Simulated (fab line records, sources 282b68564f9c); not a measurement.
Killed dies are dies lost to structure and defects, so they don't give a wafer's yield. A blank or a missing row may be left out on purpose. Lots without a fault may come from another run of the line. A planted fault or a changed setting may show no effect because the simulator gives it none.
Which tool did it? | flow rit_cmos | 14 lots, 42 wafers sampled, at 2 steps of a route of 202

WHAT THE GAUGES READ, wafer by wafer
The record holds no reading of a measuring or inspecting step that can be judged against a usual standard deviation.

WHICH TOOL RAN EACH LOT (tool, then ch and the chambers of the sampled wafers, then the start)
lot  | RIT_PWELL_COAT_01                | RIT_M1_PROBE_99
L627 | litho_track-01 ch 0, day 1 22:49 | -
L628 | litho_track-03 ch 0, day 2 04:17 | -
L629 | litho_track-03 ch 0, day 2 08:28 | -
L631 | litho_track-04 ch 0, day 2 20:41 | -
L634 | litho_track-04 ch 0, day 3 16:06 | -
L636 | litho_track-03 ch 0, day 3 22:02 | -
L637 | litho_track-03 ch 0, day 4 02:34 | -
L638 | litho_track-01 ch 0, day 4 07:34 | prober-02, day 5 21:59
L639 | litho_track-04 ch 0, day 4 11:41 | -
L640 | litho_track-03 ch 0, day 4 16:04 | -
L642 | litho_track-01 ch 0, day 5 04:09 | -
L648 | litho_track-03 ch 0, day 6 08:34 | -
L649 | litho_track-01 ch 0, day 6 12:34 | -
L650 | litho_track-01 ch 0, day 6 17:00 | -
- RIT_PWELL_COAT_01: resist thk 1300 nm.
- RIT_M1_PROBE_99

WHAT THE TOOLS THEMSELVES READ (means of the sampled wafers that have a number; where no wafer has one, the mark that the record gives instead)
RIT_PWELL_COAT_01. Usual: spin_speed_rpm 1999.9 rpm, standard deviation 1.3.
lot  | tool           | spin_speed_rpm (rpm) | flag
L627 | litho_track-01 | 2000.0               |
L628 | litho_track-03 | 1998.8               |
L629 | litho_track-03 | 1998.6               |
L631 | litho_track-04 | 2000.8               |
L634 | litho_track-04 | 2000.5               |
L636 | litho_track-03 | 2000.5               |
L637 | litho_track-03 | 2000.3               |
L638 | litho_track-01 | 2000.6               |
L639 | litho_track-04 | 2001.8               |
L640 | litho_track-03 | 2000.0               |
L642 | litho_track-01 | 1998.4               |
L648 | litho_track-03 | 1999.9               |
L649 | litho_track-01 | 1741.4               | OFF
L650 | litho_track-01 | 1744.7               | OFF

RIT_M1_PROBE_99. Usual: killed_at_contacts 0.1, standard deviation 0.36; killed_at_front_end 7, standard deviation 3.1; killed_dies 7, standard deviation 3.1; killed_open 3.6, standard deviation 2.1; killed_short 3.2, standard deviation 1.9.
lot  | tool      | killed_at_contacts | killed_at_front_end | killed_dies | killed_open | killed_short | flag
L638 | prober-02 | 0.0                | 7                   | 7           | 4.0         | 2.7          |

THE ANSWER, worked out from the rows above alone
Rule: a lot is off if the mean of its wafers that have a number lies more than 3 standard deviations from the usual mean. A lot without any number at a reading at which 4 lots or more have one is off too. The other lots that the step has rows for count as sound. The gauges are gone through in route order, then the tools' own readings, and for those a lot's mean is taken as printed above. The first step at which some lot is off is used, and at that step the reading that is off furthest; a lot without a number counts as furthest.
Off: L649, L650, at RIT_PWELL_COAT_01 (spin_speed_rpm).
A tool fits if, at that step or a process step before it, it ran every lot that is off, and no sound lot after the first of them. One fits: litho_track-01 at RIT_PWELL_COAT_01. Its last sound lot is L642 (day 5 04:09), its first lot that is off L649 (day 6 12:34): a fault that began between those two fits.
The tool's own readings at RIT_PWELL_COAT_01 bear it out: on the lots that are off they differ by more than 5 times the standard deviation of the sound lots' means. spin_speed_rpm reads 1743.1 rpm there against 2000.0 rpm on the sound lots.

WHAT THE SIMULATOR HAD PUT IN
Process parameter drift: litho_track-01, from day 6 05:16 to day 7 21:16, at RIT_PWELL_COAT_01. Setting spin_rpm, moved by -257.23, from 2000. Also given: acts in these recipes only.
Lots struck among those shown: L649, L650. The rule above found the same.
